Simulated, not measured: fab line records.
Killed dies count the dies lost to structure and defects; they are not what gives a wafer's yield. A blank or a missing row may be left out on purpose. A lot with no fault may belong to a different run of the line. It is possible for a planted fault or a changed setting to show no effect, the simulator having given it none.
What tool caused it? -- flow berkeley-cmos170 -- Sampling: 14 lots, 42 wafers, 5 of 331 route steps

WHAT THE GAUGES READ, wafer by wafer
UCB170_V1_THK_MEAS_01.
lot,measured,on,V1_TEOS_THK (nm)
L321,day 7 20:04,film-metro-03,2005 1965 1996
L320,day 7 20:14,film-metro-04,1995 2005 2046
L326,day 8 17:39,film-metro-02,2685 2027 1999 2684 2027 1999
L327,day 8 20:22,film-metro-03,2008 2049 2039
L325,day 8 20:13,film-metro-03,2002 2035 2692 2001 2031 2693
L329,day 9 16:35,film-metro-04,1972 2020 2021
L334,day 10 16:17,film-metro-03,2012 2028 2045
L332,day 10 16:21,film-metro-02,1981 2014 1998
L333,day 10 16:26,film-metro-02,1999 1990 2035
L336,day 10 22:47,film-metro-02,1968 1988 2011
L340,day 11 04:28,film-metro-04,2047 2032 2036
L338,day 11 04:17,film-metro-02,1978 1992 1978
L341,day 11 22:16,film-metro-04,1966 2019 2006
L342,day 11 22:20,film-metro-04,1971 1993 1988

UCB170_V2_BOW_MEAS_03.
lot,measured,on,V2_BOW (um)
L321,day 8 02:38,film-metro-01,47 43 32
L320,day 8 03:42,film-metro-03,38 36 32
L326,day 9 05:09,film-metro-03,27 27 42
L327,day 9 04:52,film-metro-01,31 30 39
L325,day 9 05:48,film-metro-02,38 25 37
L329,day 10 04:34,film-metro-02,47 35 32
L334,day 10 23:01,film-metro-02,22 30 39
L332,day 10 23:31,film-metro-01,39 43 47
L333,day 11 00:10,film-metro-03,42 37 26
L336,day 11 05:56,film-metro-01,39 36 29
L340,day 11 14:05,film-metro-03,40 26 25
L338,day 11 13:30,film-metro-03,41 33 41
L341,day 12 04:08,film-metro-01,44 36 57
L342,day 12 04:52,film-metro-03,29 20 30

TOOL THAT RAN EACH LOT (tool first, then ch and the chambers of the sampled wafers, then the start)
lot,UCB170_GATE_ETCH_15,UCB170_CONTACT_STRIP_06,UCB170_V1_CVD_00
L321,"rie-si-01 ch 1,3, day 6 12:41","plasma-asher-01 ch 0,1, day 7 11:03","pecvd-02 ch 0,1, day 7 19:55"
L320,"rie-si-01 ch 0,1,3, day 6 12:58","plasma-asher-03 ch 0,1, day 7 12:05","pecvd-02 ch 1,2, day 7 20:04"
L326,"rie-si-02 ch 1,2, day 7 16:56","plasma-asher-03 ch 0,1, day 8 10:20","pecvd-02 ch 0,1,2, day 8 17:32"
L327,"rie-si-01 ch 0,1,3, day 7 17:46","plasma-asher-03 ch 0, day 8 12:14","pecvd-04 ch 0,2, day 8 20:13"
L325,"rie-si-01 ch 0,2,3, day 7 18:55","plasma-asher-01 ch 0,1, day 8 12:08","pecvd-02 ch 0,2, day 8 20:03"
L329,"rie-si-02 ch 0,1,2, day 8 13:55","plasma-asher-02 ch 0,1, day 9 07:20","pecvd-04 ch 0,2, day 9 16:21"
L334,"rie-si-01 ch 1,2,3, day 9 05:14","plasma-asher-02 ch 0,1, day 10 03:53","pecvd-03 ch 1,2, day 10 16:07"
L332,"rie-si-02 ch 0,2,3, day 9 05:28","plasma-asher-03 ch 0,1, day 10 06:40","pecvd-04 ch 0,1,2, day 10 16:11"
L333,"rie-si-02 ch 0,1,3, day 9 05:55","plasma-asher-01 ch 0,1, day 10 06:40","pecvd-03 ch 0,1, day 10 16:16"
L336,"rie-si-01 ch 0,1,3, day 9 18:19","plasma-asher-01 ch 0,1, day 10 14:35","pecvd-04 ch 0,1, day 10 22:38"
L340,"rie-si-01 ch 1,2,3, day 10 00:14","plasma-asher-01 ch 0,1, day 10 21:44","pecvd-03 ch 0,1,2, day 11 04:22"
L338,"rie-si-01 ch 0,2,3, day 10 00:28","plasma-asher-02 ch 0,1, day 10 19:41","pecvd-04 ch 0,1,2, day 11 04:08"
L341,"rie-si-02 ch 0,1, day 10 17:00","plasma-asher-01 ch 0,1, day 11 13:25","pecvd-03 ch 0,1,2, day 11 22:06"
L342,"rie-si-01 ch 0,3, day 10 17:09","plasma-asher-02 ch 0,1, day 11 13:26","pecvd-02 ch 0,2, day 11 22:06"
- UCB170_GATE_ETCH_15: etches poly-Si in HBr/Cl2, stops on SiO2, time 56.3 s, target depth 278.2 nm.
- UCB170_CONTACT_STRIP_06: strips in O2.
- UCB170_V1_CVD_00: deposits SiO2 from TEOS/O2, target thk 2000 nm, time 250 s.

AS READ BY THE TOOLS THEMSELVES (means over the sampled wafers that have a number; for cases with no such wafer, the mark the record gives instead)
UCB170_GATE_ETCH_15.
lot,tool,drypump-motor-current-A (A),mfc-cl2-sccm (sccm),oes-product-au (a.u.),throttle-valve-pct (%)
L321,rie-si-01,5.2,50.06,0.847,26.65
L320,rie-si-01,5.3,49.96,0.839,26.42
L326,rie-si-02,5.8,50.09,0.832,26.38
L327,rie-si-01,5.3,49.99,0.835,26.43
L325,rie-si-01,5.8,50.12,0.842,26.41
L329,rie-si-02,5.9,49.96,0.824,26.43
L334,rie-si-01,5.6,50.01,0.851,26.35
L332,rie-si-02,5.6,50.08,0.838,26.46
L333,rie-si-02,5.7,50.03,0.828,26.47
L336,rie-si-01,5.3,49.86,0.848,26.42
L340,rie-si-01,5.5,50.03,0.848,26.35
L338,rie-si-01,5.8,49.99,0.836,26.41
L341,rie-si-02,6.0,50.07,0.817,26.44
L342,rie-si-01,5.4,49.98,0.838,26.71

UCB170_CONTACT_STRIP_06.
lot,tool,drypump-motor-current-A (A),oes-product-au (a.u.),strip-time-to-endpoint-s (s)
L321,plasma-asher-01,5.29,0.740,22.08
L320,plasma-asher-03,5.57,0.739,21.90
L326,plasma-asher-03,5.51,0.733,21.95
L327,plasma-asher-03,5.62,0.730,21.97
L325,plasma-asher-01,5.28,0.733,21.89
L329,plasma-asher-02,5.23,0.729,22.03
L334,plasma-asher-02,5.22,0.735,21.96
L332,plasma-asher-03,5.52,0.731,22.00
L333,plasma-asher-01,5.28,0.730,21.84
L336,plasma-asher-01,5.30,0.731,21.92
L340,plasma-asher-01,5.42,0.730,21.96
L338,plasma-asher-02,5.23,0.738,22.02
L341,plasma-asher-01,5.43,0.735,22.02
L342,plasma-asher-02,5.48,0.733,21.86

UCB170_V1_CVD_00.
lot,tool,heater-power-w (W)
L321,pecvd-02,191
L320,pecvd-02,203
L326,pecvd-02,207
L327,pecvd-04,199
L325,pecvd-02,179
L329,pecvd-04,205
L334,pecvd-03,294
L332,pecvd-04,197
L333,pecvd-03,325
L336,pecvd-04,238
L340,pecvd-03,256
L338,pecvd-04,216
L341,pecvd-03,310
L342,pecvd-02,172

THE ANSWER, worked out from the rows above alone
Rule: the lots themselves supply what counts as usual. The widest of any qualifying gaps counts: lots, ordered by their means at a reading, are off when they make up no more than a third of the lots, leave a main group of 4 or more, and stand apart from it by 3 or more times the standard deviation of that group's means. The tables above print the reading to a certain number of digits; a main group whose means all agree to those digits is not used. Also off: a lot with no number at a reading for which 4 or more lots have one. All remaining lots with rows at the step are treated as sound. The gauges are gone through in route order, then the tools' own readings, and for those a lot's mean is taken as printed above. At the first step where some lot is off, the reading lying furthest off is the one used; lots without a number count as furthest.
Off: L326, L325, seen at UCB170_V1_THK_MEAS_01 (V1_TEOS_THK). For the main group the mean is 2005 nm and the standard deviation 18.
If a tool, at a process step before that reading, ran all the lots that are off and no sound lot after the first of them, it fits. The gauges at UCB170_V1_THK_MEAS_01 are tried like those tools. No candidate that was tried fits.

WHAT THE SIMULATOR HAD PUT IN
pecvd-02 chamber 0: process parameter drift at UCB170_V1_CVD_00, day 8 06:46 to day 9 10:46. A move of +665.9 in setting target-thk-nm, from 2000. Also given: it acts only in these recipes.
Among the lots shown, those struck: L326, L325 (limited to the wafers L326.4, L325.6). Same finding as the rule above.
